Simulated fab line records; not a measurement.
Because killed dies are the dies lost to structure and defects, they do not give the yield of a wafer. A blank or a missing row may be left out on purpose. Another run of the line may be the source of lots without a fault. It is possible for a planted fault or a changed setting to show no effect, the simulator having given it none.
2 desks, one fault | flow rit cmos | only its own numbers are on each desk; what lay behind them is given at the end

## METROLOGY DESK
Means of the sampled wafers that have a number, per lot and without regard to the tool the lot ran on: this is what the gauges read. The brackets show how far a lot's mean lies from the usual mean; more than 4 standard deviations puts the lot out of limits, marked OUT.
Columns: A = PRETRO_OVL at RIT_PRETRO_OVL_MEAS_06, usual 0.4 nm
lot  | first seen here | A
L928 | day 2 11:29     | 2.6
L929 | day 2 21:29     | -0.2
L931 | day 3 03:30     | 1.3
L932 | day 3 08:32     | 0.4
L933 | day 3 12:09     | -0.8
L934 | day 3 15:16     | -1.1
L935 | day 3 19:22     | 0.9
L938 | day 4 13:50     | 2.9
L939 | day 4 22:44     | 1.8
L940 | day 5 03:43     | 0.4
L945 | day 6 05:53     | -0.0
L949 | day 6 20:17     | 0.7
L950 | day 7 04:17     | 1.2
This desk found nothing out of limits on any of the 13 lots.

## TOOL OWNER'S DESK, rie diel-03
The tool's own readings at RIT_SPACER_ETCHBACK_05 (etches Si3N4 in SF6/CHF3, stops on SiO2, target depth 250 nm, time 240 s): means of the sampled wafers that have a number, for each lot that ran on this tool. The brackets show how far a lot's mean lies from the usual mean; more than 4 standard deviations puts the lot out of limits, marked OUT.
Columns: A = drypump motor current A at RIT_SPACER_ETCHBACK_05, usual 5.7 A; B = oes product au at RIT_SPACER_ETCHBACK_05, usual 0.833 a.u.; C = rf fwd power W at RIT_SPACER_ETCHBACK_05, usual 249.4 W; D = throttle valve pct at RIT_SPACER_ETCHBACK_05, usual 10.29 %
lot  | first seen here | A   | B     | C               | D
L929 | day 3 13:10     | 5.8 | 0.857 | 249.3           | 10.26
L932 | day 4 00:47     | 6.0 | 0.835 | 249.2           | 10.30
L938 | day 5 12:55     | 5.7 | 0.862 | 250.0           | 10.16
L939 | day 5 17:16     | 6.0 | 0.822 | 249.4           | 10.44
L949 | day 7 15:17     | 5.9 | 0.837 | 291.2 (+54) OUT | 10.31
This desk's finding: out of limits on L949; first on L949, day 7 15:17 (rf fwd power W at RIT_SPACER_ETCHBACK_05). In limits: L929, L932, L938, L939.

## BROUGHT TOGETHER
An alarm could have come from the tool owner's desk at day 7 15:17, on L949.
At the metrology desk, nothing out of limits was observed.
The metrology desk holds a record of L949, inside its limits.
Every lot named ran RIT_SPACER_ETCHBACK_05 on rie diel-03.

## WHAT THE SIMULATOR HAD PUT IN
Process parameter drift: rie diel-03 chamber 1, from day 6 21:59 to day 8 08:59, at RIT_SPACER_ETCHBACK_05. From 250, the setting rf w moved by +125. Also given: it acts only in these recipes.
Struck lots among those shown: L949.
How many hours passed from the start of the fault until each desk's first out-of-limits reading: the tool owner's desk, 17.
